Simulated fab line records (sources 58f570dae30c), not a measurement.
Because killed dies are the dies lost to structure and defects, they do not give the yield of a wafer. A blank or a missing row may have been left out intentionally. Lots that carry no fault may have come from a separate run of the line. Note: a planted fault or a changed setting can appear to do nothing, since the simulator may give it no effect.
Comparing a struck lot with a sound one	flow berkeley-cmos170	15 steps out of a route of 331
Sound: these wafers, L649.1, L649.2, L649.5. Struck: wafer L634.6 (left out: L634.2, L634.5 of the same lot, which were not struck); the cause appears at the end.
Per side, at each step with rows, come the tool, then ch with its chambers, and then its first start. Under that, the readings that differ: sound wafers	struck wafers	difference of the means	sigmas: that difference in standard deviations of wafers without a fault.
alike: readings whose means differ by less than 2 such deviations, and words and numbers that are the same on both sides. not compared: withheld readings, readings that some wafer has no value for, bounds like >300 that may hide the same value, and numbers for which the record gives no deviation and whose values overlap.
Wherever a step has rows on one side only, a row that says differs or no value, or a row with sigmas, the two part there. Numbers that have no deviation but don't overlap get no sigmas and don't part them. A reading that every wafer of one side lacks parts them only if that side has two wafers or more.

first, 2 steps without rows for these wafers: UCB170_M3_COAT_05 (resist thk 900 nm); UCB170_M3_SOFTBAKE_06 (time 60 s).
UCB170_M3_STRIP_07: strips in O2.
  sound on plasma-asher-04 ch 0,1, day 11 16:35; struck on plasma-asher-04 ch 0, day 8 14:31
  alike: drypump-motor-current-A, oes-product-au, strip-time-to-endpoint-s
  not compared: rf-hours-counter-h
then, 7 steps without rows for these wafers: UCB170_M3_STRIP_08 (strips KrF in DMSO, time 600 s); UCB170_M3_COAT_09; UCB170_M3_COAT_10 (resist thk 900 nm); UCB170_M3_SOFTBAKE_11 (time 60 s); UCB170_M3_EXPOSE_12 (exposes mask METAL3, target cd 700 nm); UCB170_M3_PEB_13; UCB170_M3_DEVELOP_14 (develop time 45 s).
UCB170_M3_CD_MEAS_15: target cd 700 nm.
  sound: cd-sem-02 at day 11 18:46; struck: cd-sem-01 at day 8 16:37
  alike: cd-nm
UCB170_M3_OVL_MEAS_16:
  sound: overlay-02 at day 11 18:53; struck: overlay-02 at day 8 16:43
  alike: M3_OVL
UCB170_M3_ETCH_17: etches BARC in N2/H2.
  sound on rie-diel-01 ch 0,3, day 11 18:55; struck on rie-diel-01 ch 2, day 8 16:45
reading	sound	struck	difference	sigmas
chamber-pressure-mTorr (mTorr)	30.011 30.031 30.005	14.962	-15.054	-99 or more
drypump-motor-current-A (A)	6.0 5.7 5.6	6.8	+1.0	+2
oes-product-au (a.u.)	0.94 1.00 0.99	1.12	+0.14	+4
  alike: throttle-valve-pct
UCB170_M3_METAL_ETCH_18: etches Al in Cl2/BCl3, stops on SiO2, target depth 1170 nm, time 195 s.
  sound on rie-metal-02 ch 0,1, day 11 18:58; struck on rie-metal-02 ch 1, day 8 16:47
  alike: chamber-pressure-mTorr, drypump-motor-current-A, oes-product-au, throttle-valve-pct
  not compared: rf-hours-counter-h
UCB170_M3_PROBE_99:
  rows exist in the record for the struck wafers here (prober-02, day 8 17:35), but not for the sound ones

WHERE THEY PART
At UCB170_M3_ETCH_17 first; at UCB170_M3_PROBE_99 last (within this record only).

WHY: the cause the simulator had injected
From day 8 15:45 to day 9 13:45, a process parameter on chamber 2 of rie-diel-01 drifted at UCB170_M3_ETCH_17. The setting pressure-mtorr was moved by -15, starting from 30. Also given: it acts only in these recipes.
